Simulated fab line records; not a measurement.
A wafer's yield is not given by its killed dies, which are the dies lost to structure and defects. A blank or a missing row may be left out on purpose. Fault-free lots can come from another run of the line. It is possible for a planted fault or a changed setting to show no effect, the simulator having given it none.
Which tool was responsible? | flow berkeley-cmos170 | Sampling: 7 lots, 21 wafers, 2 of 331 route steps

WHAT THE GAUGES READ, wafer by wafer
UCB170_GATE_CD_MEAS_12: target cd 350 nm.
lot  | measured     | on        | cd-nm (nm)
L964 | day 6 07:35  | cd-sem-02 | 349.6 349.2 349.7
L967 | day 6 19:43  | cd-sem-01 | 351.2 350.3 351.5
L965 | day 6 22:49  | cd-sem-01 | 348.1 348.4 349.0
L972 | day 7 23:43  | cd-sem-02 | 359.5 358.1 358.5
L979 | day 9 05:12  | cd-sem-01 | 351.5 351.8 351.5
L983 | day 10 04:02 | cd-sem-02 | 349.4 350.9 350.1
L985 | day 10 15:01 | cd-sem-02 | 348.9 350.4 350.3

TOOL THAT RAN EACH LOT (tool first, then ch and the chambers of the sampled wafers, then the start)
lot  | UCB170_GATE_COAT_07
L964 | litho-track-02 ch 0, day 6 06:00
L967 | litho-track-03 ch 0, day 6 18:00
L965 | litho-track-01 ch 0, day 6 22:00
L972 | litho-track-03 ch 0, day 7 22:00
L979 | litho-track-01 ch 0, day 9 04:00
L983 | litho-track-01 ch 0, day 10 02:00
L985 | litho-track-01 ch 0, day 10 13:00
- UCB170_GATE_COAT_07: resist thk 900 nm.

THE ANSWER, worked out from the rows above alone
Rule: the lots themselves supply what counts as usual. Put in order of their means at a reading, lots are off if they are a third of the lots or fewer, leave a main group of 4 or more, and stand apart from it by a gap of 3 or more times the standard deviation of the main group's means; of several such gaps the widest counts. Not used: any main group whose means are identical at the precision the tables above print for the reading. Also off: a lot with no number at a reading for which 4 or more lots have one. The other lots that the step has rows for count as sound.
Off: L972, at UCB170_GATE_CD_MEAS_12 (cd-nm). The main group: mean 350.1 nm, standard deviation 1.
A tool fits if, at a process step before that reading, it ran every lot that is off, and no sound lot after the first of them. Those tools and the gauges at UCB170_GATE_CD_MEAS_12 are tried in the same way. One fits: UCB170_GATE_COAT_07 on litho-track-03. Its last sound lot is L967 (day 6 18:00), its first lot that is off L972 (day 7 22:00): a fault that began between those two fits.

WHAT THE SIMULATOR HAD PUT IN
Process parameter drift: litho-track-03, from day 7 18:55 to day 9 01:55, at UCB170_GATE_COAT_07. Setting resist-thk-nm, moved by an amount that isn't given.
Lots struck among those shown: L972. The rule above reached the same finding.
